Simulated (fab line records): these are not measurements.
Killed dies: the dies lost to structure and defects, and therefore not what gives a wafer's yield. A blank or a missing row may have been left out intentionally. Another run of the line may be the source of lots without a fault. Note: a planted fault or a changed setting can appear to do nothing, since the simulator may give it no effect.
A struck lot beside a sound one | flow rit cmos | 29 steps out of a route of 202
Sound: these wafers, L171.2, L171.4, L171.5. Struck: wafer L180.5 (L180.2, L180.4, from the same lot, were not struck and are left out); the cause is given at the end.
Per side, at each step with rows, come the tool, then ch with its chambers, and then its first start. Under that, the readings that differ: sound wafers | struck wafers | difference of the means | sigmas: that difference in standard deviations of wafers without a fault.
alike: words and numbers the same on both sides, and readings whose means are apart by under 2 such deviations; not compared: readings that were withheld, readings missing a value for some wafer, numbers with overlapping values and no deviation given by the record, and bounds like >300 which may hide the same value.
A row with sigmas, a row that says differs or no value, or rows on one side alone: a step with any of these is where the two part. Numbers that have no deviation but don't overlap get no sigmas and don't part them. Lack of a reading on every wafer of one side parts them only where that side has two or more wafers.

RIT_SDANNEAL_RTA_03: time 5 s.
  sound on rtp anneal-01 ch 0, day 4 01:42; struck on rtp anneal-02 ch 0, day 6 00:08
  alike: wafer_temp_C_max
RIT_SDANNEAL_RS_MEAS_04: a four-point-probe measurement.
  sound on film metro-04, day 4 01:46; struck on film metro-03, day 6 00:13
  alike: PSD_RS
RIT_SDANNEAL_RS_MEAS_05: a four-point-probe measurement.
  sound on film metro-04, day 4 01:53; struck on film metro-03, day 6 00:20
  alike: NSD_RS
RIT_SDANNEAL_RS_MEAS_06: a four-point-probe measurement.
  sound on film metro-04, day 4 02:01; struck on film metro-03, day 6 00:27
  alike: PLDD_RS
RIT_SDANNEAL_RS_MEAS_07: a four-point-probe measurement.
  sound on film metro-04, day 4 02:08; struck on film metro-03, day 6 00:34
  alike: NLDD_RS
then, 1 step without rows for these wafers: RIT_SILICIDE_WET_ETCH_00 (etches SiO2 in BOE, target depth 14 nm, time 15 s).
RIT_SILICIDE_SPUTTER_01: material Ti, target thk 30 nm, time 240 s.
  sound on pvd sputter-01, day 4 02:14; struck on pvd sputter-04, day 6 00:41
  alike: throttle valve pct
RIT_SILICIDE_RS_MEAS_02: a four-point-probe measurement.
  sound on film metro-01, day 4 02:25; struck on film metro-01, day 6 00:51
  alike: SILICIDE_TI_RS
RIT_SILICIDE_THK_MEAS_03: measures by xrf.
  sound on film metro-01, day 4 02:31; struck on film metro-01, day 6 00:58
  alike: SILICIDE_TI_THK
RIT_SILICIDE_RTA_04: time 10 s, ramp up 5 s, ramp down 5 s.
  sound on rtp anneal-02 ch 0, day 4 02:35; struck on rtp anneal-01 ch 0, day 6 01:01
  alike: wafer_temp_C_max
then, 1 step without rows for these wafers: RIT_SILICIDE_WET_ETCH_05 (etches Ti in SPM, time 120 s).
RIT_SILICIDE_RTA_06: time 10 s, ramp up 5 s, ramp down 10 s.
  sound on rtp anneal-01 ch 0, day 4 02:41; struck on rtp anneal-02 ch 0, day 6 01:08
  alike: wafer_temp_C_max
RIT_CONTACT_CVD_00: deposits SiO2 from TEOS, target thk 400 nm, time 61 s.
  sound on pecvd-01 ch 0,2, day 4 02:45; struck on pecvd-01 ch 0, day 6 01:11
  reading                                  | sound             | struck | difference | sigmas
  run length s (s)                         | 88.2 88.5 88.4    | 105.6  | +17.2      | +30
  model.SiO2_of_CONTACT_CVD_00.thk nm (nm) | 400.6 406.1 407.7 | 515.8  | +111.0     |
  alike: heater power w
RIT_CONTACT_THK_MEAS_01:
  sound on film metro-04, day 4 02:49; struck on film metro-02, day 6 01:14
  reading               | sound       | struck | difference | sigmas
  CONTACT_TEOS_THK (nm) | 401 406 408 | 516    | +111       | +23
then, 6 steps without rows for these wafers: RIT_CONTACT_HMDS_02 (prime time 60 s); RIT_CONTACT_COAT_03 (resist thk 1000 nm); RIT_CONTACT_SOFTBAKE_04 (time 60 s); RIT_CONTACT_EXPOSE_05 (exposes mask M11, target cd 1000 nm); RIT_CONTACT_PEB_06; RIT_CONTACT_DEVELOP_07 (develop time 120 s).
RIT_CONTACT_CD_MEAS_08: the cd target is 1000 nm.
  sound on cd sem-02, day 4 03:50; struck on cd sem-02, day 6 04:29
  alike: cd nm
RIT_CONTACT_OVL_MEAS_09:
  sound on overlay-02, day 4 03:57; struck on overlay-01, day 6 04:36
  reading          | sound       | struck | difference | sigmas
  CONTACT_OVL (nm) | 4.6 3.8 5.3 | 0.2    | -4.4       | -3
then, 1 step without rows for these wafers: RIT_CONTACT_HARDBAKE_10 (time 60 s).
RIT_CONTACT_ETCH_11: etches SiO2 in CHF3/CF4/Ar, stops on TiSi2, target depth 480 nm, time 320 s.
  sound on rie diel-03 ch 0,2, day 4 04:08; struck on rie diel-03 ch 2, day 6 04:52
  reading                             | sound             | struck | difference | sigmas
  model.CONTACT.feature depth nm (nm) | 400.6 406.1 407.7 | 479.5  | +74.7      |
  model.etch.depth nm (nm)            | 400.6 406.1 407.7 | 479.5  | +74.7      |
  alike: drypump motor current A, oes product au, throttle valve pct
  not compared: rf hours counter h
RIT_CONTACT_STRIP_12: strips in O2, time 180 s.
  sound on plasma asher-02 ch 0,1, day 4 04:19; struck on plasma asher-02 ch 0, day 6 05:04
  alike: drypump motor current A
  not compared: rf hours counter h
RIT_CONTACT_CD_MEAS_90: the cd target is 1000 nm.
  sound on cd sem-01, day 4 04:31; struck on cd sem-02, day 6 05:16
  alike: cd nm
RIT_CONTACT_CLEAN_13: cleans in SC1, time 600 s.
  sound on wet bench-03 ch 2, day 4 04:37; struck on wet bench-03 ch 2, day 6 05:22
  reading                                  | sound           | struck | difference | sigmas
  model.SiO2_of_CONTACT_CVD_00.thk nm (nm) | 396.5 402 403.6 | 511.7  | +111.0     |
  alike: bath heat duty pct
then, 1 step without rows for these wafers: RIT_CONTACT_CLEAN_14 (cleans in SC2, time 600 s).
RIT_M1_PROBE_99:
  sound on prober-01, day 4 09:18; struck on prober-01, day 6 10:08
  reading            | sound | struck | difference | sigmas
  killed at contacts | 0 0 0 | 257    | +257       | +99 or more
  killed dies        | 2 8 7 | 262    | +256       | +85
  killed on rim      | 1 2 3 | 70     | +68        | +45
  alike: killed at front end, killed open, killed short

## WHERE THEY PART
First at RIT_CONTACT_CVD_00; last, within this record, at RIT_M1_PROBE_99.

WHY: whatever the simulator had introduced
pecvd-01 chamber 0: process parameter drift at RIT_CONTACT_CVD_00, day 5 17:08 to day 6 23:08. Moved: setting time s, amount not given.
